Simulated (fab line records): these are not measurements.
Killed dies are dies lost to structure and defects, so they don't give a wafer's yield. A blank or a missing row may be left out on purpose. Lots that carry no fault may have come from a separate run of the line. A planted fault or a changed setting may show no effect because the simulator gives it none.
Which tool did it? | flow berkeley_cmos170 | 7 lots, 21 wafers sampled, at 2 steps of a route of 331

== WHAT THE GAUGES READ, wafer by wafer ==
UCB170_SDANNEAL_RS_MEAS_04: the measuring method here is four-point-probe.
lot  | measured     | on            | PLDD_RS (ohm/sq)
L464 | day 6 16:58  | film_metro-02 | 1027.2 1028.3 1032.6
L468 | day 7 13:54  | film_metro-01 | 1032.3 1028.6 1031.4
L474 | day 9 00:05  | film_metro-01 | 1055.8 1051.3 1059.0
L478 | day 9 19:30  | film_metro-03 | 1032.6 1034.4 1034.5
L480 | day 10 16:45 | film_metro-03 | 1027.0 1029.7 1030.8
L483 | day 11 13:38 | film_metro-02 | 1030.4 1034.0 1027.0
L486 | day 12 10:14 | film_metro-03 | 1034.4 1031.2 1032.2

== TOOL THAT RAN EACH LOT (tool first, then ch and the chambers of the sampled wafers, then the start) ==
lot  | UCB170_PLDD_IMPLANT_09
L464 | implanter-03 ch 0, day 6 01:27
L468 | implanter-04 ch 0, day 7 02:12
L474 | implanter-01 ch 0, day 8 11:43
L478 | implanter-04 ch 0, day 9 04:10
L480 | implanter-03 ch 0, day 10 03:14
L483 | implanter-04 ch 0, day 10 18:32
L486 | implanter-03 ch 0, day 11 15:10
- UCB170_PLDD_IMPLANT_09

== THE ANSWER, worked out from the rows above alone ==
Rule: the lots themselves supply what counts as usual. The widest of any qualifying gaps counts: lots, ordered by their means at a reading, are off when they make up no more than a third of the lots, leave a main group of 4 or more, and stand apart from it by 3 or more times the standard deviation of that group's means. Not used: any main group whose means are identical at the precision the tables above print for the reading. A lot without any number at a reading at which 4 lots or more have one is off too. The other lots that the step has rows for count as sound.
Off: L474, at UCB170_SDANNEAL_RS_MEAS_04 (PLDD_RS). Mean 1031.0 ohm/sq and standard deviation 1.7 in the main group.
If a tool, at a process step before that reading, ran all the lots that are off and no sound lot after the first of them, it fits. Those tools and the gauges at UCB170_SDANNEAL_RS_MEAS_04 are tried in the same way. This does not decide it: 2 tools fit, namely implanter-01 at UCB170_PLDD_IMPLANT_09 and film_metro-01 at UCB170_SDANNEAL_RS_MEAS_04.

== WHAT THE SIMULATOR HAD PUT IN ==
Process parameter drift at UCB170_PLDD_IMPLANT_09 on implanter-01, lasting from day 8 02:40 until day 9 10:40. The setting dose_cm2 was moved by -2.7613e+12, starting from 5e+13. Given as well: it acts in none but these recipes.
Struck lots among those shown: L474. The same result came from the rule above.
